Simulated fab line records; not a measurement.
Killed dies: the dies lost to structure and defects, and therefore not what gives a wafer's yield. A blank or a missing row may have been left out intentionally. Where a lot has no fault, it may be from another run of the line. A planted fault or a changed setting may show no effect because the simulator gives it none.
Matching of chambers    flow berkeley-cmos170    cmp-01 running UCB170_V2_CMP_02: 4 sister chambers
The step polishes SiO2. 4 wafers are shown with their chamber, then 9 later ones without.

== EACH WAFER AND ITS CHAMBER ==
wafer   chamber  motor-current-A (A)
L178.5  3        13.4
L181.2  0        15.8
L186.2  2        16.2
L186.6  1        17.6

== WAFERS MISSING THEIR CHAMBER ==
wafer   motor-current-A (A)
L194.1  16.3
L194.2  15.5
L194.6  17.2
L193.1  15.7
L193.3  17.2
L193.4  14.7
L197.2  15.9
L197.4  14.3
L197.6  16.2

== EACH ONE'S CHAMBER ==
wafer   from the rows above           in truth
L194.1  can't be placed: 2 or 0       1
L194.2  can't be placed: 0 or 2       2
L194.6  can't be placed: 1 or 2 or 0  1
L193.1  can't be placed: 0 or 2       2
L193.3  can't be placed: 1 or 2 or 0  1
L193.4  can't be placed: 0 or 3 or 2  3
L197.2  can't be placed: 0 or 2       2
L197.4  can't be placed: 3 or 0 or 2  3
L197.6  can't be placed: 2 or 0       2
0 of 9 placed correctly. Cannot be placed on the basis of these rows: 9; the candidates contain the true chamber in 8. Wrongly placed: 0.
How it was worked out, from the rows above alone: a wafer's distance from a chamber is the root of the sum, over the readings, of the square of ((its reading less the chamber's mean) divided by the reading's scatter). The wafer belongs to the nearest chamber; if the next one is less than 2 further off, it can't be placed. A chamber's mean is the mean of its shown wafers. The scatter (one wafer shown for each chamber): square how far every hidden wafer sits from the nearest shown wafer, average those squares and take the square root.
